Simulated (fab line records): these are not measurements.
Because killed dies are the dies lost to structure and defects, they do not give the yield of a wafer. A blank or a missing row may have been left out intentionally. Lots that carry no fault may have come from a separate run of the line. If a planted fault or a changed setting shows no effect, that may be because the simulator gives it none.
One fault through the eyes of 2 desks / flow berkeley_cmos170 / what lay behind the numbers comes last; until then each desk has only its own

== FROM THE METROLOGY DESK ==
Means of the sampled wafers that have a number, per lot and without regard to the tool the lot ran on: this is what the gauges read. If a lot's mean is further than 4 standard deviations from the usual mean, the lot is out of limits and carries the mark OUT (the distance appears in the brackets).
Columns: A = M3_AL_RS at UCB170_M3_RS_MEAS_02, usual 0.0323 ohm/sq; B = M3_AL_THK at UCB170_M3_THK_MEAS_03, usual 904 nm
lot=L554; first seen here=day 8 21:39; A=0.0329; B=890
lot=L555; first seen here=day 9 01:11; A=0.0318; B=915
lot=L556; first seen here=day 9 04:39; A=0.0320; B=912
lot=L557; first seen here=day 9 08:50; A=0.0321; B=914
lot=L559; first seen here=day 9 23:31; A=0.0326; B=896
lot=L561; first seen here=day 10 06:53; A=0.0322; B=907
lot=L558; first seen here=day 10 09:07; A=0.0323; B=901
lot=L560; first seen here=day 10 10:20; A=0.0325; B=900
lot=L562; first seen here=day 10 23:58; A=0.0320; B=908
lot=L563; first seen here=day 11 02:31; A=0.0319; B=911
lot=L569; first seen here=day 12 12:26; A=0.0341 (+5.2) OUT; B=851 (-5.5) OUT
lot=L570; first seen here=day 13 07:31; A=0.0339 (+4.6) OUT; B=865 (-4.1) OUT
lot=L575; first seen here=day 13 12:36; A=0.0327; B=892
lot=L577; first seen here=day 13 19:08; A=0.0325; B=898
This desk reports L569, L570 out of limits; the earliest was L569 at day 12 12:26 (M3_AL_RS at UCB170_M3_RS_MEAS_02). L554, L555, L556, L557, L559, L561, L558, L560, L562, L563, L575, L577 stayed within limits.

== DESK OF THE TOOL OWNER: pvd_sputter-03 ==
The tool's own readings at UCB170_M3_SPUTTER_01 (material Al, target thk 900 nm, time 120 s): means of the sampled wafers that have a number, for each lot that ran on this tool. If a lot's mean is further than 4 standard deviations from the usual mean, the lot is out of limits and carries the mark OUT (the distance appears in the brackets).
Columns: A = throttle_valve_pct at UCB170_M3_SPUTTER_01, usual 30.3 %
lot=L555; first seen here=day 9 01:05; A=30.3
lot=L557; first seen here=day 9 08:45; A=30.8
lot=L558; first seen here=day 10 09:01; A=30.6
lot=L562; first seen here=day 10 23:53; A=30.3
lot=L569; first seen here=day 12 12:22; A=29.6
lot=L570; first seen here=day 13 07:26; A=30.7
This desk's finding: nothing out of limits on any of the 6 lots.

== ALL TOGETHER ==
The metrology desk could have raised an alarm at day 12 12:26, on L569, L570.
The desk of the tool owner found nothing out of limits.
The tool owner's desk has L569, L570 on record, within its limits.
UCB170_M3_SPUTTER_01 was run on pvd_sputter-03 by each of the lots named.

== WHAT HAD BEEN PUT IN BY THE SIMULATOR ==
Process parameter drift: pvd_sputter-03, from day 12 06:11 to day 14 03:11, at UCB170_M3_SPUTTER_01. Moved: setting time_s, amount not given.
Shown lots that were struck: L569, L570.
Time in hours between the start of the fault and the first out-of-limits reading at each desk: metrology desk, 6.
